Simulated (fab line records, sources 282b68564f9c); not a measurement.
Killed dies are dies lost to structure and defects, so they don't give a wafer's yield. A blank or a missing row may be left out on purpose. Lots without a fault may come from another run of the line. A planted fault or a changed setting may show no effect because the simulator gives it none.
A struck lot beside a sound one | flow rit_cmos | 17 steps out of a route of 202
Sound: wafers L636.1, L636.4, L636.6. Struck: wafers L651.4, L651.5, L651.6. The cause comes at the end.
At each step with rows: each side's tool, then ch and its chambers, then its first start. Under that, the readings that differ: sound wafers | struck wafers | difference of the means | sigmas: that difference in standard deviations of wafers without a fault.
alike: readings whose means differ by less than 2 such deviations, and words and numbers that are the same on both sides. not compared: withheld readings, readings that some wafer has no value for, bounds like >300 that may hide the same value, and numbers for which the record gives no deviation and whose values overlap.
The two part at a step that has a row with sigmas, a row that says differs or no value, or rows on one side only. Numbers that don't overlap but have no deviation are shown without sigmas and don't part them. A reading that every wafer of one side lacks parts them only if that side has two wafers or more.

RIT_PWELL_TW_MEAS_10:
  sound on film_metro-02, day 2 11:19; struck on film_metro-01, day 5 13:14
  alike: PWELL_TW
then, 1 step without rows for these wafers: RIT_WELLDRIVE_ANNEAL_00 (time 14700 s).
RIT_WELLDRIVE_RS_MEAS_01: measures by four-point-probe.
  sound on film_metro-02, day 2 16:38; struck on film_metro-02, day 5 18:25
  alike: NWELL_RS
RIT_WELLDRIVE_RS_MEAS_02: measures by four-point-probe.
  sound on film_metro-02, day 2 16:45; struck on film_metro-02, day 5 18:32
  alike: PWELL_RS
then, 6 steps without rows for these wafers: RIT_NRETRO_HMDS_00 (prime time 60 s); RIT_NRETRO_COAT_01 (resist thk 1300 nm); RIT_NRETRO_SOFTBAKE_02 (time 60 s); RIT_NRETRO_EXPOSE_03 (exposes mask M4, target cd 43900 nm); RIT_NRETRO_PEB_04; RIT_NRETRO_DEVELOP_05 (develop time 68 s).
RIT_NRETRO_OVL_MEAS_06:
  sound on overlay-02, day 2 17:52; struck on overlay-01, day 5 19:29
  alike: NRETRO_OVL
then, 1 step without rows for these wafers: RIT_NRETRO_HARDBAKE_07 (time 120 s).
RIT_NRETRO_IMPLANT_08:
  sound on implanter-02 ch 0, day 2 18:10; struck on implanter-02 ch 0, day 5 19:50
  reading                   | sound                | struck               | difference | sigmas
  beam_energy_keV           | 69.993 70.025 69.987 | 79.103 79.114 79.106 | +9.106     | +99 or more
  model.implant.rp_nm (nm)  | 86.8 86.8 86.8       | 96.29 96.29 96.29    | +9.49      |
  model.implant.drp_nm (nm) | 33.93 33.93 33.93    | 37.58 37.58 37.58    | +3.65      |
RIT_NRETRO_STRIP_09: strips in O2, time 180 s.
  sound on plasma_asher-04 ch 0,1, day 2 18:19; struck on plasma_asher-04 ch 0,1, day 5 19:58
  alike: drypump_motor_current_A, o2_flow_sccm
  not compared: rf_hours_counter_h
RIT_NRETRO_TW_MEAS_10:
  sound on film_metro-03, day 2 18:29; struck on film_metro-04, day 5 20:07
  reading   | sound          | struck         | difference | sigmas
  NRETRO_TW | 1051 1044 1048 | 1086 1085 1083 | +37        | +5
then, 1 step without rows for these wafers: RIT_PRETRO_HMDS_00 (prime time 60 s).
RIT_M1_PROBE_99:
  the record has rows for the sound wafers here (prober-02, day 4 00:59) and none for the struck ones

WHERE THEY PART
First at RIT_NRETRO_IMPLANT_08; last, within this record, at RIT_M1_PROBE_99.

WHY: what the simulator had put in
Process parameter drift: implanter-02, from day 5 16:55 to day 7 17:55, at RIT_NRETRO_IMPLANT_08. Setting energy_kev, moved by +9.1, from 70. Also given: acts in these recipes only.
